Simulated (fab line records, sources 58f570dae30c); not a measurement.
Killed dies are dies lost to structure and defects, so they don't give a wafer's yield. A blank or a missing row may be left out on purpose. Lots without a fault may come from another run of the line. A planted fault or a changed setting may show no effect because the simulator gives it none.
Problem report in the 8D (eight disciplines) form, filled by code | flow berkeley_cmos170 | the parts of the form that need people (team, actions taken, sign-off) are left out

1. THE PROBLEM
NWELL_TW at UCB170_NWELL_TW_MEAS_16 reads a mean of 1438 on 6 wafers of 2 lots; wafers without a fault read 1251 with a standard deviation of 12. That is +16 standard deviations from the usual mean.
First seen on wafer L686.2, day 3 07:44, on film_metro-03. The record holds 42 wafers of 14 lots with a number at this step. Rule for "out", or "out of limits": more than 4 standard deviations from the usual mean. The other wafers with a number count as sound.

2. WHAT IT IS AND WHAT IT IS NOT
question                    | is                           | is not
which readings at this step | NWELL_TW                     | -
which lots                  | L686, L688                   | L680, L682, L683, L694, L695, L696, L697, L699, L700, L701, L702, L703
which wafers of those lots  | all that have a number       | -
read on which gauges        | film_metro-03, film_metro-04 | film_metro-02
when                        | from day 3 07:44             | up to then (9 sound wafers); but 27 sound wafers of L694, L695, L696, L697, L699, L700, L701, L702, L703 came after

3. SUSPECTS, AND WHAT RULES EACH OUT
Counting: a tool at a process step up to the reading stays a suspect if it ran every lot that is out and no sound lot after the first of them.
- the gauge at UCB170_NWELL_TW_MEAS_16: ruled out. The wafers that are out were read on 2 gauges (film_metro-03, film_metro-04).
- implanter-03 at UCB170_NWELL_IMPLANT_14: ruled out as a lasting fault. Sound lots L699 ran on it after its first lot that is out, L686 (day 3 07:31).
Left after counting: nothing in the record.

4. THE CAUSE (what the simulator had put in)
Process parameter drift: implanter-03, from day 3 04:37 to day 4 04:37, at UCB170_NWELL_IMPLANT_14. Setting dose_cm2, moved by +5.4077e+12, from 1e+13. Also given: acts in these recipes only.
Counting ruled it out, wrongly: the rule takes a fault to strike every lot that its tool runs from its start on, and this one did not.

5. THE CHAIN OF EFFECTS, in route order
Each row: a reading whose mean over the struck wafers that have a number lies more than 3 standard deviations from the usual. Only readings for which the record gives a usual standard deviation are gone through. hours: the time from each lot's start at the first step in this table that gives one to its start at this step, as a median over the lots. sigmas: the change in usual standard deviations.
hours | step                    | reading            | usual      | on struck wafers | change      | sigmas
0     | UCB170_NWELL_IMPLANT_14 | dose_ions_cm2      | 1.0002e+13 | 1.5406e+13       | +5.4038e+12 | +99 or more
0     | UCB170_NWELL_IMPLANT_14 | faraday_current_uA | 31.7       | 49.0             | +17.3       | +28
0     | UCB170_NWELL_TW_MEAS_16 | NWELL_TW           | 1251       | 1438             | +188        | +16
The process steps in it:
- UCB170_NWELL_IMPLANT_14
Later measuring or inspecting steps at which every struck wafer that the step has a row for has a number for every such reading, and none has moved that far: UCB170_ACTIVE_THK_MEAS_03, UCB170_ACTIVE_THK_MEAS_06, UCB170_FIELD_THK_MEAS_90.

6. WHAT WOULD HAVE CAUGHT IT SOONER
In this record the first reading out of limits at a measuring or inspecting step was taken at day 3 07:44, 3 hours after the fault began at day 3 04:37.
The tool's own readings at UCB170_NWELL_IMPLANT_14 were out on every struck wafer that the step has a row for (dose_ions_cm2, faraday_current_uA): an alarm limit on them would have fired on the first of those.
